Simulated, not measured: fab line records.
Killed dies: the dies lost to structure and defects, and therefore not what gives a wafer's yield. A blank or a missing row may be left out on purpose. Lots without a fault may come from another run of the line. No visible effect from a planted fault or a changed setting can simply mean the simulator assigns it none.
A struck lot beside a sound one | flow rit-cmos | 19 out of 202 route steps
Sound: the wafers L196.1, L196.5, L196.6. Struck: wafers L208.2, L208.3, L208.6. The cause is given at the end.
Per side, at each step with rows, come the tool, then ch with its chambers, and then its first start. Under that, the readings that differ: sound wafers | struck wafers | difference of the means | sigmas: that difference in standard deviations of wafers without a fault.
alike: readings with means less than 2 such deviations apart, plus words and numbers identical on both sides. not compared: withheld readings, readings lacking a value on some wafer, bounds such as >300 that could conceal the same value, and numbers that have no deviation in the record and whose values overlap.
The two part at a step that has a row with sigmas, a row that says differs or no value, or rows on one side only. Non-overlapping numbers with no deviation appear without sigmas and do not part them. A reading missing from all wafers of one side parts the sides only when that side holds two or more wafers.

first, 1 step without rows for these wafers: RIT_GATE_CLEAN_04 (cleans in dHF, time 60 s).
RIT_FOX2_THK_MEAS_91:
  sound on film-metro-04 at day 2 19:08; struck on film-metro-04 at day 5 05:52
  alike: FIELD_OXIDE_LEFT_2_THK
then, 2 steps without rows for these wafers: RIT_GATE_OXIDATION_05 (target thk 3 nm, ox time 270 s); RIT_GATE_ANNEAL_06 (time 600 s).
RIT_GATE_THK_MEAS_07:
  sound on film-metro-01 at day 2 20:50; struck on film-metro-04 at day 5 07:19
  alike: GATE_OXIDE_THK
then, 1 step without rows for these wafers: RIT_GATE_CVD_08 (deposits poly-Si from SiH4, target thk 250 nm, time 2220 s).
RIT_GATE_THK_MEAS_09:
  sound on film-metro-01 at day 2 22:31; struck on film-metro-01 at day 5 09:47
  alike: GATE_POLY_THK
then, 5 steps without rows for these wafers: RIT_GATE_HMDS_10 (prime time 60 s); RIT_GATE_COAT_11 (resist thk 850 nm); RIT_GATE_SOFTBAKE_12 (time 60 s); RIT_GATE_EXPOSE_13 (exposes mask M6, target cd 150 nm); RIT_GATE_PEB_14.
RIT_GATE_DEVELOP_15: develop time 50 s.
  sound on litho-track-04 ch 0, day 2 23:00; struck on litho-track-02 ch 0, day 5 10:00
  alike: exhaust-pa, resist-line-temp-C
RIT_GATE_CD_MEAS_16: target cd 150 nm.
  sound on cd-sem-01 at day 2 23:34; struck on cd-sem-02 at day 5 10:50
  reading    | sound             | struck            | difference | sigmas
  cd-nm (nm) | 150.5 151.1 148.2 | 157.4 157.9 155.4 | +7.0       | +4
RIT_GATE_OVL_MEAS_17:
  sound on overlay-01 at day 2 23:41; struck on overlay-01 at day 5 10:57
  alike: GATE_OVL
then, 1 step without rows for these wafers: RIT_GATE_HARDBAKE_18 (time 60 s).
RIT_GATE_ETCH_19: etches poly-Si in SF6/CHF3/O2, stops on SiO2, time 165 s, target depth 312.5 nm.
  sound on rie-si-01 ch 2,3, day 3 00:01; struck on rie-si-01 ch 0,1,2, day 5 11:08
  reading               | sound           | struck            | difference | sigmas
  model.GATE.cd-nm (nm) | 150.5 151.3 148 | 157.8 157.8 155.4 | +7.1       |
  alike: O2_flow_sccm, drypump-motor-current-A, oes-product-au, throttle-valve-pct
  not compared: rf-hours-counter-h
RIT_GATE_STRIP_20: strips in O2, time 180 s.
  sound on plasma-asher-04 ch 0,1, day 3 00:07; struck on plasma-asher-04 ch 0,1, day 5 11:14
  alike: drypump-motor-current-A, o2-flow-sccm
  not compared: rf-hours-counter-h
RIT_M1_PROBE_99:
  sound on prober-01 at day 3 20:28; struck on prober-01 at day 6 07:22
  reading                                    | sound                | struck              | difference | sigmas
  model.etest.nmos_0p15.r-on-ohm-um          | 1126 1140 1117       | 1215 1196 1177      | +68        |
  model.etest.nmos_0p15.drive-ua-um          | 472.6 466.2 478.9    | 435 436.5 454.1     | -31        |
  model.etest.npoly-line.line-ohm-um         | 167.2 163.2 169.9    | 150.5 153 156.1     | -13.6      |
  model.etest.ppoly-line.line-ohm-um         | 159.6 157 164.3      | 146.6 146.2 150.4   | -12.6      |
  model.etest.ppoly-line.width-nm (nm)       | 102.8 104.2 100.6    | 110.7 110.5 108.8   | +7.5       |
  model.etest.npoly-line.width-nm (nm)       | 102.6 104.1 100.2    | 109.4 109.7 107.4   | +6.5       |
  model.etest.ring.delay-ps                  | 26.88 27.3 26.32     | 29.61 29.63 28.29   | +2.34      |
  model.etest.retro-edge-nmos.off-log10-a-um | -10.04 -10.17 -9.802 | -10.89 -10.9 -10.79 | -0.86      |
  alike: killed-at-contacts, killed-at-front-end, killed-dies, killed-open, killed-short

== WHERE THEY PART ==
Within this record, at RIT_GATE_CD_MEAS_16 only. Later steps at which nothing parts them and some readings are alike: RIT_GATE_OVL_MEAS_17, RIT_GATE_ETCH_19, RIT_GATE_STRIP_20, RIT_M1_PROBE_99.

WHY: whatever the simulator had introduced
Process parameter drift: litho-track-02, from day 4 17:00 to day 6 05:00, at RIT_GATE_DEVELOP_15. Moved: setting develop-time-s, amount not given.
